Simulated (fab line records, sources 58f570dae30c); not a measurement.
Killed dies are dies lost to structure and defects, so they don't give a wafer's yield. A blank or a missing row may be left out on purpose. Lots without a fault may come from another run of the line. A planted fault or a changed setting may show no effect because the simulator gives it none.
Problem report in the 8D (eight disciplines) form, filled by code | flow berkeley_cmos170 | the parts of the form that need people (team, actions taken, sign-off) are left out

1. THE PROBLEM
developer_temp_C at UCB170_M1_DEVELOP_08 reads a mean of 20.20 C on 6 wafers of 2 lots; wafers without a fault read 21.02 C with a standard deviation of 0.12. That is -6.8 standard deviations from the usual mean.
The step: develop time 45 s.
First seen on wafer L812.3, day 8 19:00, on litho_track-03. The record holds 42 wafers of 14 lots with a number at this step. Rule for "out", or "out of limits": more than 4 standard deviations from the usual mean. The other wafers with a number count as sound.

2. WHAT IT IS AND WHAT IT IS NOT
question                    | is                     | is not
which readings at this step | developer_temp_C       | -
which lots                  | L812, L818             | L809, L810, L811, L814, L815, L816, L823, L824, L829, L830, L831, L832
which wafers of those lots  | all that have a number | -
read on which tools         | litho_track-03         | litho_track-01, litho_track-02
when                        | from day 8 19:00       | up to then (9 sound wafers); but 27 sound wafers of L814, L815, L816, L823, L824, L829, L830, L831, L832 came after

3. SUSPECTS, AND WHAT RULES EACH OUT
Counting: a tool at a process step up to the reading stays a suspect if it ran every lot that is out and no sound lot after the first of them.
- litho_track-03 at UCB170_M1_DEVELOP_08 (develop time 45 s): ruled out as a lasting fault. Sound lots L831 ran on it after its first lot that is out, L812 (day 8 19:00).
Left after counting: nothing in the record.

4. THE CAUSE (what the simulator had put in)
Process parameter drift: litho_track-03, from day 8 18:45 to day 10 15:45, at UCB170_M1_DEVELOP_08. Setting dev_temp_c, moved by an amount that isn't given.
Counting ruled it out, wrongly.

5. THE CHAIN OF EFFECTS, in route order
Each row: a reading whose mean over the struck wafers that have a number lies more than 3 standard deviations from the usual. Only readings for which the record gives a usual standard deviation are gone through. hours: the time from each lot's start at the first step in this table that gives one to its start at this step, as a median over the lots. sigmas: the change in usual standard deviations.
hours | step                 | reading          | usual   | on struck wafers | change | sigmas
0     | UCB170_M1_DEVELOP_08 | developer_temp_C | 21.02 C | 20.20            | -0.82  | -6.8
The process steps in it:
- UCB170_M1_DEVELOP_08: develop time 45 s.
Later measuring or inspecting steps at which every struck wafer that the step has a row for has a number for every such reading, and none has moved that far: UCB170_M1_CD_MEAS_90.

6. WHAT WOULD HAVE CAUGHT IT SOONER
In this record the first reading out of limits was taken at day 8 19:00, 0 hours after the fault began at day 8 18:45.
